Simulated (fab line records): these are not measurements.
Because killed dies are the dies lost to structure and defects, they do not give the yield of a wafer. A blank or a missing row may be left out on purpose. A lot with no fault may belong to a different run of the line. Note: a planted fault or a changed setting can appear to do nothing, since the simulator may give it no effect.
Split-lot experiment -- flow rit-cmos -- 13 wafers read from 3 lots, route of 202 steps

ABOUT THE SPLIT
At RIT_GATE_OXIDATION_05 (target thk 3 nm, ox time 270 s), the setting temp-c was moved away from the recipe's 900 C on 10 of the 13 wafers read, by +1.1% to +1.9%. The other wafers ran this setting at the recipe's value.

FROM THE SPLIT TO THE READING: what the file shows between them, 6 steps
- RIT_GATE_DEVELOP_15: develop time 50 s (also split here: develop-time-s)
- RIT_NLDD_SOFTBAKE_02: time 60 s (also split here: temp-c)
- RIT_NLDD_EXPOSE_03: exposes mask M7, target cd 40700 nm
- RIT_NLDD_PEB_04
- RIT_NLDD_DEVELOP_05: develop time 50 s
- RIT_NLDD_IMPLANT_08 (also split here: energy-kev)

THE READING
The simulator's own value etest.pldd.width-nm, read by no gauge, in nm at RIT_M1_PROBE_99. The file gives no usual value for it. Here, 3 wafers ran the recipe; their average is 3185 nm with a standard deviation of 4.2 nm.

wafer,"tool, chamber at the split","temp-c as run, C",against the recipe,"etest.pldd.width-nm, nm",against lot-mates on the recipe
L075.1,"furnace-03, 0",900,recipe,3181,-
L075.3,"furnace-03, 0",900,recipe,3184,-
L075.5,"furnace-03, 0",900,recipe,3191,-
L077.1,"-, -",916.8,+1.9%,2939,no lot-mate on the recipe
L077.3,"-, -",916.8,+1.9%,2926,no lot-mate on the recipe
L077.4,"-, -",916.8,+1.9%,2938,no lot-mate on the recipe
L077.5,"-, -",916.8,+1.9%,2923,no lot-mate on the recipe
L077.6,"-, -",916.8,+1.9%,2947,no lot-mate on the recipe
L083.1,"-, -",909.9,+1.1%,3013,no lot-mate on the recipe
L083.2,"-, -",909.9,+1.1%,3011,no lot-mate on the recipe
L083.3,"-, -",909.9,+1.1%,3001,no lot-mate on the recipe
L083.5,"-, -",909.9,+1.1%,3026,no lot-mate on the recipe
L083.6,"-, -",909.9,+1.1%,3019,no lot-mate on the recipe

FIT RESULTS
A straight line over all 13 wafers: etest.pldd.width-nm changes by -134 nm for each +1% of temp-c; r = -0.99; the points scatter about the line by 15 nm.
Too few moved wafers have a lot-mate on the recipe to fit a line with each lot's own level taken away.

THE WHOLE CHAIN: every reading that the file lists as answering this split, in the file's order
step,what it does,reading,change (the file's fit),r (the file's)
RIT_M1_PROBE_99,,"etest.nldd.width-nm (the simulator's own value, which no gauge read)",-136 nm for each +1% of the setting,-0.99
RIT_M1_PROBE_99,,"etest.pldd.width-nm (the simulator's own value, which no gauge read)",-134 nm for each +1% of the setting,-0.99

THE FILE'S OWN FIT
etest.pldd.width-nm changes by -134 nm for each +1% of temp-c, r = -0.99.
